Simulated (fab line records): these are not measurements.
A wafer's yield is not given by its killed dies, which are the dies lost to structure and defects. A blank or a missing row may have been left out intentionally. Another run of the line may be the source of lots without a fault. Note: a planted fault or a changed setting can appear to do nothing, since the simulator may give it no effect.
Which tool did it? :: flow ritCmos :: 14 lots with 42 wafers sampled at 4 steps, on a route of 202 steps

## WHAT THE GAUGES SHOWED, per wafer
RIT_SPACER_THK_MEAS_04. Usual: for SPACER_NITRIDE_THK the level is 248.2 nm and the standard deviation is 2.
lot: L900
measured: day 3 08:42
on: filmMetro-04
SPACER_NITRIDE_THK (nm): 247.3 247.6 247.6
flag: 

lot: L901
measured: day 3 13:19
on: filmMetro-01
SPACER_NITRIDE_THK (nm): 249.7 250.0 247.9
flag: 

lot: L902
measured: day 3 18:34
on: filmMetro-01
SPACER_NITRIDE_THK (nm): 249.2 246.3 249.4
flag: 

lot: L903
measured: day 4 00:20
on: filmMetro-04
SPACER_NITRIDE_THK (nm): 248.2 249.7 249.0
flag: 

lot: L904
measured: day 4 07:01
on: filmMetro-01
SPACER_NITRIDE_THK (nm): 245.5 247.8 247.8
flag: 

lot: L905
measured: day 4 09:38
on: filmMetro-04
SPACER_NITRIDE_THK (nm): 246.6 249.1 248.4
flag: 

lot: L906
measured: day 4 13:25
on: filmMetro-01
SPACER_NITRIDE_THK (nm): 246.4 247.7 248.5
flag: 

lot: L907
measured: day 4 21:04
on: filmMetro-04
SPACER_NITRIDE_THK (nm): 245.9 246.2 247.7
flag: 

lot: L908
measured: day 4 22:01
on: filmMetro-04
SPACER_NITRIDE_THK (nm): 248.5 250.6 248.1
flag: 

lot: L909
measured: day 5 02:38
on: filmMetro-04
SPACER_NITRIDE_THK (nm): 81.6 82.7 78.8
flag: OFF

lot: L910
measured: day 5 06:28
on: filmMetro-04
SPACER_NITRIDE_THK (nm): 248.7 247.1 249.5
flag: 

lot: L914
measured: day 5 22:17
on: filmMetro-04
SPACER_NITRIDE_THK (nm): 83.9 84.4 82.3
flag: OFF

lot: L917
measured: day 6 17:18
on: filmMetro-01
SPACER_NITRIDE_THK (nm): 249.1 247.2 248.3
flag: 

lot: L918
measured: day 6 22:11
on: filmMetro-01
SPACER_NITRIDE_THK (nm): 249.4 246.9 250.1
flag: 

RIT_M1_BOW_MEAS_16. Usual: for M1_BOW the level is 16 um and the standard deviation is 6.5.
lot: L900
measured: day 3 20:05
on: filmMetro-01
M1_BOW (um): 14 22 12
flag: 

lot: L901
measured: day 4 00:16
on: filmMetro-01
M1_BOW (um): 16 20 16
flag: 

lot: L902
measured: day 4 05:19
on: filmMetro-01
M1_BOW (um): 12 17 30
flag: 

lot: L903
measured: day 4 12:14
on: filmMetro-01
M1_BOW (um): 24 20 8
flag: 

lot: L904
measured: day 4 18:31
on: filmMetro-01
M1_BOW (um): 8 9 9
flag: 

lot: L905
measured: day 4 21:01
on: filmMetro-01
M1_BOW (um): 9 21 18
flag: 

lot: L906
measured: day 5 00:51
on: filmMetro-02
M1_BOW (um): 14 14 15
flag: 

lot: L907
measured: day 5 08:07
on: filmMetro-01
M1_BOW (um): 15 18 14
flag: 

lot: L908
measured: day 5 09:37
on: filmMetro-01
M1_BOW (um): 12 15 30
flag: 

lot: L909
measured: day 5 13:19
on: filmMetro-02
M1_BOW (um): -4 -2 -6
flag: OFF

lot: L910
measured: day 5 17:35
on: filmMetro-01
M1_BOW (um): 23 22 21
flag: 

lot: L914
measured: day 6 09:16
on: filmMetro-01
M1_BOW (um): -11 -4 -4
flag: OFF

lot: L917
measured: day 7 04:35
on: filmMetro-02
M1_BOW (um): 19 6 13
flag: 

lot: L918
measured: day 7 08:56
on: filmMetro-01
M1_BOW (um): 17 16 25
flag: 

## WHAT TOOL EACH LOT RAN ON (gives the tool, then ch and the chambers of the sampled wafers, and finally the start)
lot: L900
RIT_SPACER_CVD_03: lpcvd-02 ch 0, day 3 06:47
RIT_SPACER_ETCHBACK_05: rieDiel-04 ch 0,1, day 3 08:46

lot: L901
RIT_SPACER_CVD_03: lpcvd-01 ch 0, day 3 11:24
RIT_SPACER_ETCHBACK_05: rieDiel-03 ch 0,1,2, day 3 13:23

lot: L902
RIT_SPACER_CVD_03: lpcvd-01 ch 0, day 3 16:38
RIT_SPACER_ETCHBACK_05: rieDiel-04 ch 0,1,2, day 3 18:37

lot: L903
RIT_SPACER_CVD_03: lpcvd-01 ch 1, day 3 22:24
RIT_SPACER_ETCHBACK_05: rieDiel-04 ch 1,3, day 4 00:23

lot: L904
RIT_SPACER_CVD_03: lpcvd-02 ch 0, day 4 05:05
RIT_SPACER_ETCHBACK_05: rieDiel-04 ch 0,1,3, day 4 07:04

lot: L905
RIT_SPACER_CVD_03: lpcvd-01 ch 0, day 4 07:41
RIT_SPACER_ETCHBACK_05: rieDiel-03 ch 2,3, day 4 09:40

lot: L906
RIT_SPACER_CVD_03: lpcvd-02 ch 1, day 4 11:30
RIT_SPACER_ETCHBACK_05: rieDiel-04 ch 0,1,3, day 4 13:28

lot: L907
RIT_SPACER_CVD_03: lpcvd-02 ch 0, day 4 19:07
RIT_SPACER_ETCHBACK_05: rieDiel-04 ch 1,2,3, day 4 21:06

lot: L908
RIT_SPACER_CVD_03: lpcvd-01 ch 0, day 4 20:05
RIT_SPACER_ETCHBACK_05: rieDiel-03 ch 0,2,3, day 4 22:03

lot: L909
RIT_SPACER_CVD_03: lpcvd-02 ch 0, day 5 00:43
RIT_SPACER_ETCHBACK_05: rieDiel-01 ch 0,1,2, day 5 02:41

lot: L910
RIT_SPACER_CVD_03: lpcvd-01 ch 1, day 5 04:34
RIT_SPACER_ETCHBACK_05: rieDiel-04 ch 1,2, day 5 06:32

lot: L914
RIT_SPACER_CVD_03: lpcvd-02 ch 0, day 5 20:22
RIT_SPACER_ETCHBACK_05: rieDiel-03 ch 1,2,3, day 5 22:21

lot: L917
RIT_SPACER_CVD_03: lpcvd-01 ch 1, day 6 15:22
RIT_SPACER_ETCHBACK_05: rieDiel-04 ch 0,1,2, day 6 17:20

lot: L918
RIT_SPACER_CVD_03: lpcvd-01 ch 1, day 6 20:15
RIT_SPACER_ETCHBACK_05: rieDiel-01 ch 1,2, day 6 22:15
- RIT_SPACER_CVD_03: deposits Si3N4 from SiH2Cl2/NH3, target thk 250 nm, time 3300 s.
- RIT_SPACER_ETCHBACK_05: etches Si3N4 in SF6/CHF3, stops on SiO2, target depth 250 nm, time 240 s.

## AS READ BY THE TOOLS THEMSELVES (means over the sampled wafers that have a number; for cases with no such wafer, the mark the record gives instead)
RIT_SPACER_CVD_03. Usual: spikeTcLoadC 834 C, standard deviation 3.5; susceptorTempC 809.9 C, standard deviation 0.34; zonePowerSourcePct 22.0 %, standard deviation 1.7.
lot: L900
tool: lpcvd-02
spikeTcLoadC (C): 830
susceptorTempC (C): 809.9
zonePowerSourcePct (%): 21.8
flag: 

lot: L901
tool: lpcvd-01
spikeTcLoadC (C): 832
susceptorTempC (C): 810.3
zonePowerSourcePct (%): 19.8
flag: 

lot: L902
tool: lpcvd-01
spikeTcLoadC (C): 832
susceptorTempC (C): 810.1
zonePowerSourcePct (%): 19.7
flag: 

lot: L903
tool: lpcvd-01
spikeTcLoadC (C): 839
susceptorTempC (C): 809.7
zonePowerSourcePct (%): 24.1
flag: 

lot: L904
tool: lpcvd-02
spikeTcLoadC (C): 830
susceptorTempC (C): 809.8
zonePowerSourcePct (%): 21.7
flag: 

lot: L905
tool: lpcvd-01
spikeTcLoadC (C): 833
susceptorTempC (C): 809.8
zonePowerSourcePct (%): 19.7
flag: 

lot: L906
tool: lpcvd-02
spikeTcLoadC (C): 836
susceptorTempC (C): 810.2
zonePowerSourcePct (%): 23.5
flag: 

lot: L907
tool: lpcvd-02
spikeTcLoadC (C): 830
susceptorTempC (C): 809.6
zonePowerSourcePct (%): 22.0
flag: 

lot: L908
tool: lpcvd-01
spikeTcLoadC (C): 832
susceptorTempC (C): 810.0
zonePowerSourcePct (%): 19.7
flag: 

lot: L909
tool: lpcvd-02
spikeTcLoadC (C): 829
susceptorTempC (C): 810.0
zonePowerSourcePct (%): 21.7
flag: 

lot: L910
tool: lpcvd-01
spikeTcLoadC (C): 839
susceptorTempC (C): 809.8
zonePowerSourcePct (%): 24.0
flag: 

lot: L914
tool: lpcvd-02
spikeTcLoadC (C): 830
susceptorTempC (C): 810.3
zonePowerSourcePct (%): 21.6
flag: 

lot: L917
tool: lpcvd-01
spikeTcLoadC (C): 838
susceptorTempC (C): 809.5
zonePowerSourcePct (%): 24.1
flag: 

lot: L918
tool: lpcvd-01
spikeTcLoadC (C): 839
susceptorTempC (C): 809.9
zonePowerSourcePct (%): 23.9
flag: 

RIT_SPACER_ETCHBACK_05. Usual: drypumpMotorCurrentA 5.6 A, standard deviation 0.51; oesProductAu 0.841 a.u., standard deviation 0.014; rfFwdPowerW 249.3 W, standard deviation 0.73; throttleValvePct 10.30 %, standard deviation 0.1.
lot: L900
tool: rieDiel-04
drypumpMotorCurrentA (A): 5.0
oesProductAu (a.u.): 0.836
rfFwdPowerW (W): 250.1
throttleValvePct (%): 10.37
flag: 

lot: L901
tool: rieDiel-03
drypumpMotorCurrentA (A): 6.0
oesProductAu (a.u.): 0.847
rfFwdPowerW (W): 249.6
throttleValvePct (%): 10.24
flag: 

lot: L902
tool: rieDiel-04
drypumpMotorCurrentA (A): 5.0
oesProductAu (a.u.): 0.843
rfFwdPowerW (W): 248.9
throttleValvePct (%): 10.35
flag: 

lot: L903
tool: rieDiel-04
drypumpMotorCurrentA (A): 5.5
oesProductAu (a.u.): 0.852
rfFwdPowerW (W): 250.0
throttleValvePct (%): 10.27
flag: 

lot: L904
tool: rieDiel-04
drypumpMotorCurrentA (A): 5.3
oesProductAu (a.u.): 0.848
rfFwdPowerW (W): 248.7
throttleValvePct (%): 10.31
flag: 

lot: L905
tool: rieDiel-03
drypumpMotorCurrentA (A): 6.0
oesProductAu (a.u.): 0.832
rfFwdPowerW (W): 248.8
throttleValvePct (%): 10.34
flag: 

lot: L906
tool: rieDiel-04
drypumpMotorCurrentA (A): 5.3
oesProductAu (a.u.): 0.849
rfFwdPowerW (W): 249.1
throttleValvePct (%): 10.32
flag: 

lot: L907
tool: rieDiel-04
drypumpMotorCurrentA (A): 5.2
oesProductAu (a.u.): 0.840
rfFwdPowerW (W): 249.0
throttleValvePct (%): 10.31
flag: 

lot: L908
tool: rieDiel-03
drypumpMotorCurrentA (A): 5.8
oesProductAu (a.u.): 0.846
rfFwdPowerW (W): 249.2
throttleValvePct (%): 10.31
flag: 

lot: L909
tool: rieDiel-01
drypumpMotorCurrentA (A): 5.7
oesProductAu (a.u.): 0.426
rfFwdPowerW (W): 249.4
throttleValvePct (%): 10.19
flag: OFF

lot: L910
tool: rieDiel-04
drypumpMotorCurrentA (A): 5.0
oesProductAu (a.u.): 0.843
rfFwdPowerW (W): 248.8
throttleValvePct (%): 10.37
flag: 

lot: L914
tool: rieDiel-03
drypumpMotorCurrentA (A): 6.1
oesProductAu (a.u.): 0.430
rfFwdPowerW (W): 249.1
throttleValvePct (%): 10.14
flag: OFF

lot: L917
tool: rieDiel-04
drypumpMotorCurrentA (A): 5.0
oesProductAu (a.u.): 0.848
rfFwdPowerW (W): 249.3
throttleValvePct (%): 10.35
flag: 

lot: L918
tool: rieDiel-01
drypumpMotorCurrentA (A): 5.8
oesProductAu (a.u.): 0.833
rfFwdPowerW (W): 248.6
throttleValvePct (%): 10.34
flag: 

## THE ANSWER, worked out from the rows above alone
Rule: lot off if the mean of its wafers having a number is beyond 3 standard deviations from the usual mean. Also off: a lot with no number at a reading for which 4 or more lots have one. The other lots that the step has rows for count as sound. Order of review: gauges by route order, followed by the tools' own readings, for which a lot's mean as printed above is used. The first step at which some lot is off is used, and at that step the reading that is off furthest; a lot without a number counts as furthest.
Off: L909, L914, at RIT_SPACER_THK_MEAS_04 (SPACER_NITRIDE_THK).
If a tool, at a process step before that reading, ran all the lots that are off and no sound lot after the first of them, it fits. Not tried: the gauges at RIT_SPACER_THK_MEAS_04; whatever is off there is also off at RIT_M1_BOW_MEAS_16, on other tools, and gauge error can't account for it. One fits: RIT_SPACER_CVD_03 on lpcvd-02. Its last sound lot is L907 (day 4 19:07), its first lot that is off L909 (day 5 00:43): a fault that began between those two fits.

## WHAT THE SIMULATOR HAD PUT IN
lpcvd-02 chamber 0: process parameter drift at RIT_SPACER_CVD_03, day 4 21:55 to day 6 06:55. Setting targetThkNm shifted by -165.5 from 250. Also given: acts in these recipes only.
Shown lots that were struck: L909, L914. The rule above found the same.
